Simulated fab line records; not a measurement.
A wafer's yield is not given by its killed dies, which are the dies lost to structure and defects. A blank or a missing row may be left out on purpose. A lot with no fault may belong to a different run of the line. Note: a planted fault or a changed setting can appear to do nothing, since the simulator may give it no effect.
Which tool did it? / flow ritCmos / Sampling: 15 lots, 45 wafers, 4 of 202 route steps

## WHAT THE GAUGES SHOWED, per wafer
RIT_NRETRO_TW_MEAS_10.
lot=L838; measured=day 2 08:35; on=filmMetro-01; NRETRO_TW=1070 1066 1068
lot=L839; measured=day 2 12:43; on=filmMetro-03; NRETRO_TW=1048 1050 1053
lot=L840; measured=day 2 16:28; on=filmMetro-04; NRETRO_TW=1043 1049 1044
lot=L841; measured=day 2 22:31; on=filmMetro-01; NRETRO_TW=1069 1072 1065
lot=L843; measured=day 3 10:25; on=filmMetro-04; NRETRO_TW=1044 1048 1043
lot=L844; measured=day 3 15:36; on=filmMetro-04; NRETRO_TW=1039 1044 1046
lot=L845; measured=day 3 18:06; on=filmMetro-01; NRETRO_TW=1073 1071 1072
lot=L846; measured=day 3 23:19; on=filmMetro-03; NRETRO_TW=1054 1052 1056
lot=L847; measured=day 4 04:16; on=filmMetro-04; NRETRO_TW=1044 1046 1045
lot=L848; measured=day 4 09:21; on=filmMetro-01; NRETRO_TW=1075 1073 1070
lot=L850; measured=day 5 04:38; on=filmMetro-01; NRETRO_TW=1071 1067 1074
lot=L855; measured=day 6 00:49; on=filmMetro-03; NRETRO_TW=1051 1053 1052
lot=L856; measured=day 6 02:43; on=filmMetro-01; NRETRO_TW=1075 1075 1081
lot=L859; measured=day 6 16:44; on=filmMetro-04; NRETRO_TW=1049 1042 1045
lot=L861; measured=day 7 03:54; on=filmMetro-04; NRETRO_TW=1040 1051 1044

RIT_REOX_THK_MEAS_04.
lot=L838; measured=day 2 18:33; on=filmMetro-01; REOX_OXIDE_THK (nm)=25.7 26.4 25.7
lot=L839; measured=day 3 01:12; on=filmMetro-02; REOX_OXIDE_THK (nm)=24.5 24.8 24.6
lot=L840; measured=day 3 04:00; on=filmMetro-02; REOX_OXIDE_THK (nm)=25.3 24.6 25.0
lot=L841; measured=day 3 11:16; on=filmMetro-04; REOX_OXIDE_THK (nm)=25.1 24.8 25.2
lot=L843; measured=day 3 22:36; on=filmMetro-01; REOX_OXIDE_THK (nm)=25.0 25.1 25.0
lot=L844; measured=day 4 04:00; on=filmMetro-02; REOX_OXIDE_THK (nm)=26.0 26.0 25.9
lot=L845; measured=day 4 07:38; on=filmMetro-01; REOX_OXIDE_THK (nm)=25.8 25.5 25.6
lot=L850; measured=day 5 19:17; on=filmMetro-02; REOX_OXIDE_THK (nm)=24.7 24.5 24.3
lot=L855; measured=day 6 10:44; on=filmMetro-04; REOX_OXIDE_THK (nm)=24.8 24.9 25.3
lot=L856; measured=day 6 15:13; on=filmMetro-02; REOX_OXIDE_THK (nm)=25.1 25.2 24.9
lot=L859; measured=day 7 03:37; on=filmMetro-02; REOX_OXIDE_THK (nm)=25.5 24.8 25.0
lot=L861; measured=day 7 13:44; on=filmMetro-01; REOX_OXIDE_THK (nm)=24.9 24.9 24.6

## WHICH TOOL RAN EACH LOT (tool, then ch and the chambers of the sampled wafers, then the start)
lot=L838; RIT_FOX2_WET_ETCH_03=wetBench-04 ch 3, day 1 21:08; RIT_PRETRO_STRIP_09=plasmaAsher-03 ch 0,1, day 2 09:59
lot=L839; RIT_FOX2_WET_ETCH_03=wetBench-02 ch 0, day 2 01:14; RIT_PRETRO_STRIP_09=plasmaAsher-01 ch 0, day 2 14:14
lot=L840; RIT_FOX2_WET_ETCH_03=wetBench-04 ch 1, day 2 05:09; RIT_PRETRO_STRIP_09=plasmaAsher-03 ch 0,1, day 2 17:50
lot=L841; RIT_FOX2_WET_ETCH_03=wetBench-01 ch 1, day 2 10:42; RIT_PRETRO_STRIP_09=plasmaAsher-03 ch 0,1, day 2 23:56
lot=L843; RIT_FOX2_WET_ETCH_03=wetBench-01 ch 3, day 2 21:43; RIT_PRETRO_STRIP_09=plasmaAsher-03 ch 0,1, day 3 11:49
lot=L844; RIT_FOX2_WET_ETCH_03=wetBench-04 ch 1, day 3 03:41; RIT_PRETRO_STRIP_09=plasmaAsher-01 ch 0,1, day 3 17:06
lot=L845; RIT_FOX2_WET_ETCH_03=wetBench-04 ch 0, day 3 07:10; RIT_PRETRO_STRIP_09=plasmaAsher-04 ch 0,1, day 3 19:38
lot=L846; RIT_FOX2_WET_ETCH_03=wetBench-04 ch 2, day 3 12:15; RIT_PRETRO_STRIP_09=plasmaAsher-03 ch 0,1, day 4 00:49
lot=L847; RIT_FOX2_WET_ETCH_03=wetBench-04 ch 3, day 3 17:04; RIT_PRETRO_STRIP_09=plasmaAsher-01 ch 0,1, day 4 05:46
lot=L848; RIT_FOX2_WET_ETCH_03=wetBench-02 ch 0, day 3 20:34; RIT_PRETRO_STRIP_09=plasmaAsher-01 ch 0,1, day 4 10:43
lot=L850; RIT_FOX2_WET_ETCH_03=wetBench-04 ch 1, day 4 13:59; RIT_PRETRO_STRIP_09=plasmaAsher-04 ch 0,1, day 5 06:12
lot=L855; RIT_FOX2_WET_ETCH_03=wetBench-02 ch 3, day 5 11:14; RIT_PRETRO_STRIP_09=plasmaAsher-03 ch 0,1, day 6 02:11
lot=L856; RIT_FOX2_WET_ETCH_03=wetBench-04 ch 2, day 5 14:30; RIT_PRETRO_STRIP_09=plasmaAsher-04 ch 0,1, day 6 04:10
lot=L859; RIT_FOX2_WET_ETCH_03=wetBench-02 ch 0, day 6 05:18; RIT_PRETRO_STRIP_09=plasmaAsher-03 ch 0,1, day 6 18:13
lot=L861; RIT_FOX2_WET_ETCH_03=wetBench-01 ch 3, day 6 16:29; RIT_PRETRO_STRIP_09=plasmaAsher-04 ch 0,1, day 7 05:19
- RIT_FOX2_WET_ETCH_03: etches Si3N4 in H3PO4, target depth 195 nm, time 2700 s.
- RIT_PRETRO_STRIP_09: strips in O2, time 180 s.

## AS READ BY THE TOOLS THEMSELVES (means over the sampled wafers that have a number; for cases with no such wafer, the mark the record gives instead)
RIT_FOX2_WET_ETCH_03.
lot=L838; tool=wetBench-04; bathGuardTempC (C)=165.2; bathHeatDutyPct (%)=33; tempC (C)=164.93
lot=L839; tool=wetBench-02; bathGuardTempC (C)=164.5; bathHeatDutyPct (%)=30; tempC (C)=165.12
lot=L840; tool=wetBench-04; bathGuardTempC (C)=165.5; bathHeatDutyPct (%)=26; tempC (C)=164.96
lot=L841; tool=wetBench-01; bathGuardTempC (C)=165.9; bathHeatDutyPct (%)=33; tempC (C)=164.85
lot=L843; tool=wetBench-01; bathGuardTempC (C)=164.9; bathHeatDutyPct (%)=30; tempC (C)=165.23
lot=L844; tool=wetBench-04; bathGuardTempC (C)=165.8; bathHeatDutyPct (%)=26; tempC (C)=164.95
lot=L845; tool=wetBench-04; bathGuardTempC (C)=164.9; bathHeatDutyPct (%)=23; tempC (C)=165.04
lot=L846; tool=wetBench-04; bathGuardTempC (C)=-; bathHeatDutyPct (%)=-; tempC (C)=-
lot=L847; tool=wetBench-04; bathGuardTempC (C)=-; bathHeatDutyPct (%)=-; tempC (C)=-
lot=L848; tool=wetBench-02; bathGuardTempC (C)=-; bathHeatDutyPct (%)=-; tempC (C)=-
lot=L850; tool=wetBench-04; bathGuardTempC (C)=165.6; bathHeatDutyPct (%)=26; tempC (C)=164.91
lot=L855; tool=wetBench-02; bathGuardTempC (C)=165.4; bathHeatDutyPct (%)=28; tempC (C)=164.83
lot=L856; tool=wetBench-04; bathGuardTempC (C)=164.4; bathHeatDutyPct (%)=34; tempC (C)=164.81
lot=L859; tool=wetBench-02; bathGuardTempC (C)=164.8; bathHeatDutyPct (%)=32; tempC (C)=165.08
lot=L861; tool=wetBench-01; bathGuardTempC (C)=165.0; bathHeatDutyPct (%)=30; tempC (C)=164.94

RIT_PRETRO_STRIP_09.
lot=L838; tool=plasmaAsher-03; drypumpMotorCurrentA (A)=6.13
lot=L839; tool=plasmaAsher-01; drypumpMotorCurrentA (A)=5.69
lot=L840; tool=plasmaAsher-03; drypumpMotorCurrentA (A)=6.10
lot=L841; tool=plasmaAsher-03; drypumpMotorCurrentA (A)=6.13
lot=L843; tool=plasmaAsher-03; drypumpMotorCurrentA (A)=6.14
lot=L844; tool=plasmaAsher-01; drypumpMotorCurrentA (A)=5.73
lot=L845; tool=plasmaAsher-04; drypumpMotorCurrentA (A)=5.57
lot=L846; tool=plasmaAsher-03; drypumpMotorCurrentA (A)=6.10
lot=L847; tool=plasmaAsher-01; drypumpMotorCurrentA (A)=5.74
lot=L848; tool=plasmaAsher-01; drypumpMotorCurrentA (A)=5.67
lot=L850; tool=plasmaAsher-04; drypumpMotorCurrentA (A)=5.54
lot=L855; tool=plasmaAsher-03; drypumpMotorCurrentA (A)=6.14
lot=L856; tool=plasmaAsher-04; drypumpMotorCurrentA (A)=5.56
lot=L859; tool=plasmaAsher-03; drypumpMotorCurrentA (A)=6.14
lot=L861; tool=plasmaAsher-04; drypumpMotorCurrentA (A)=5.55

## THE ANSWER, worked out from the rows above alone
Rule: what is usual is taken from the lots themselves. The widest of any qualifying gaps counts: lots, ordered by their means at a reading, are off when they make up no more than a third of the lots, leave a main group of 4 or more, and stand apart from it by 3 or more times the standard deviation of that group's means. The tables above print the reading to a certain number of digits; a main group whose means all agree to those digits is not used. A lot without any number at a reading at which 4 lots or more have one is off too. The other lots that the step has rows for count as sound. Order of review: gauges by route order, followed by the tools' own readings, for which a lot's mean as printed above is used. The first step at which some lot is off is used, and at that step the reading that is off furthest; a lot without a number counts as furthest.
Off at RIT_FOX2_WET_ETCH_03 (bathGuardTempC): L846, L847, L848. Without a number there: L846, L847, L848. For the main group the mean is 165.2 C and the standard deviation 0.47.
If a tool, at that step or one of the process steps before it, ran each lot that is off and ran no sound lot following the first of them, it fits. Of those tried, none fits.

## WHAT HAD BEEN PUT IN BY THE SIMULATOR
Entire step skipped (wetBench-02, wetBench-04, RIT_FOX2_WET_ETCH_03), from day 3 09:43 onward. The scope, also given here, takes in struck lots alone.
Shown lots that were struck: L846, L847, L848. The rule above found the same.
